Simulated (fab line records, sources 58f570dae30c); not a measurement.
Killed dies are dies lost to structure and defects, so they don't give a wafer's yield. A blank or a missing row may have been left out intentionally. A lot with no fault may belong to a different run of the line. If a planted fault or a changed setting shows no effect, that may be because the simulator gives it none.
A struck lot beside a sound one + flow berkeley cmos170 + 17 out of 331 route steps
Sound: wafers L898.2, L898.3, L898.4. Wafers struck: L903.2, L903.3, L903.4. The cause is given at the end.
Per side, at each step with rows, come the tool, then ch with its chambers, and then its first start. Under that, the readings that differ: sound wafers + struck wafers + difference of the means + sigmas: that difference in standard deviations of wafers without a fault.
alike: words and numbers the same on both sides, and readings whose means are apart by under 2 such deviations; not compared: readings that were withheld, readings missing a value for some wafer, numbers with overlapping values and no deviation given by the record, and bounds like >300 which may hide the same value.
Wherever a step has rows on one side only, a row that says differs or no value, or a row with sigmas, the two part there. Numbers that have no deviation but don't overlap get no sigmas and don't part them. Lack of a reading on every wafer of one side parts them only where that side has two or more wafers.

UCB170_PWELL_THK_MEAS_03:
  sound on film metro-01 at day 5 19:48; struck on film metro-02 at day 6 22:37
  alike: PWELL_OXIDE_THK
then, 2 steps without rows for these wafers: UCB170_PWELL_ANNEAL_04 (time 900 s); UCB170_PWELL_CVD_05 (deposits Si3N4 from SiH2Cl2/NH3, target thk 220 nm, time 3300 s).
UCB170_PWELL_THK_MEAS_06:
  sound on film metro-02 at day 6 03:03; struck on film metro-01 at day 7 04:55
  alike: PWELL_NITRIDE_THK
then, 6 steps without rows for these wafers: UCB170_PWELL_HMDS_07 (prime time 60 s); UCB170_PWELL_COAT_08 (resist thk 900 nm); UCB170_PWELL_SOFTBAKE_09 (time 60 s); UCB170_PWELL_EXPOSE_10 (exposes mask PWELL, target cd 3000 nm); UCB170_PWELL_PEB_11; UCB170_PWELL_DEVELOP_12 (develop time 43.1 s).
UCB170_PWELL_OVL_MEAS_13:
  sound on overlay-02 at day 6 04:11; struck on overlay-01 at day 7 05:56
  alike: PWELL_OVL
UCB170_PWELL_ETCH_14: etches Si3N4 in CH3F/Ar/O2, stops on SiO2, target depth 242 nm, time 151 s.
  sound on rie diel-04 ch 0,2,3, day 6 04:13; struck on rie diel-04 ch 0,2,3, day 7 05:58
  alike: drypump motor current A, oes product au, throttle valve pct
  not compared: rf hours counter h
UCB170_PWELL_IMPLANT_15:
  sound on implanter-04 ch 0, day 6 04:20; struck on implanter-03 ch 0, day 7 06:05
| reading                          | sound                      | struck                        | difference | sigmas      |
|----------------------------------|----------------------------|-------------------------------|------------|-------------|
| beam on s (s)                    | 9.94 9.66 10.33            | 11.88 12.08 12.23             | +2.09      | +10         |
| end station pressure torr (Torr) | 5.33e-06 5.46e-06 5.33e-06 | 9.741e-05 9.244e-05 8.901e-05 | +8.758e-05 | +99 or more |
| faraday current uA               | 16.0 16.3 15.3             | 13.4 13.3 13.1                | -2.6       | -8          |
  alike: beam energy keV
UCB170_PWELL_STRIP_16: strips in O2.
  sound on plasma asher-02 ch 0,1, day 6 04:28; struck on plasma asher-03 ch 0,1, day 7 06:13
  alike: drypump motor current A, oes product au, strip time to endpoint s
  not compared: rf hours counter h
UCB170_PWELL_TW_MEAS_17:
  sound on film metro-02 at day 6 04:35; struck on film metro-04 at day 7 06:20
| reading  | sound             | struck            | difference | sigmas |
|----------|-------------------|-------------------|------------|--------|
| PWELL_TW | 382.5 381.2 378.8 | 400.2 399.8 401.2 | +19.6      | +10    |
then, 1 step without rows for these wafers: UCB170_PWELL_CLEAN_18 (cleans in SPM, time 600 s).
-- the record jumps here: 5 days lie between the struck wafers' starts before and after (it left off in module PWELL and takes up again in module M3, whose first step shown is number 331 of the route) --
UCB170_M3_PROBE_99:
  sound on prober-01 at day 11 12:45; struck on prober-02 at day 12 07:59
| reading                                        | sound                | struck               | difference | sigmas |
|------------------------------------------------|----------------------|----------------------|------------|--------|
| model.etest.nwell.width nm (nm)                | 2368 2366 2362       | 2280 2282 2290       | -81        |        |
| model.etest.nwell.line ohm um                  | 370.4 369.2 369.5    | 377.8 374.5 371.1    | +4.8       |        |
| model.etest.iso nplus nwell.lateral log10 a um | -8.082 -8.038 -8.102 | -8.175 -8.209 -8.147 | -0.103     |        |
| model.etest.diode nplus pwell.cj ff um2        | 0.4247 0.4237 0.4234 | 0.4543 0.4537 0.4541 | +0.0301    |        |
| model.etest.diode nplus comb.cj ff um2         | 0.804 0.8066 0.8069  | 0.8154 0.8146 0.8176 | +0.0100    |        |
| model.etest.nmos_0p35.body rise v (V)          | 0.3226 0.3172 0.3183 | 0.3325 0.3273 0.332  | +0.0112    |        |

WHERE THEY PART
Earliest at UCB170_PWELL_IMPLANT_15; latest, in this record, at UCB170_PWELL_TW_MEAS_17.

WHY: the cause the simulator had injected
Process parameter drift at UCB170_PWELL_IMPLANT_15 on implanter-03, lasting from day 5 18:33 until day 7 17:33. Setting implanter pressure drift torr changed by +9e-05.
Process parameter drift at UCB170_PWELL_IMPLANT_15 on implanter-03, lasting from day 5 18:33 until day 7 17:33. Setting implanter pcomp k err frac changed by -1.
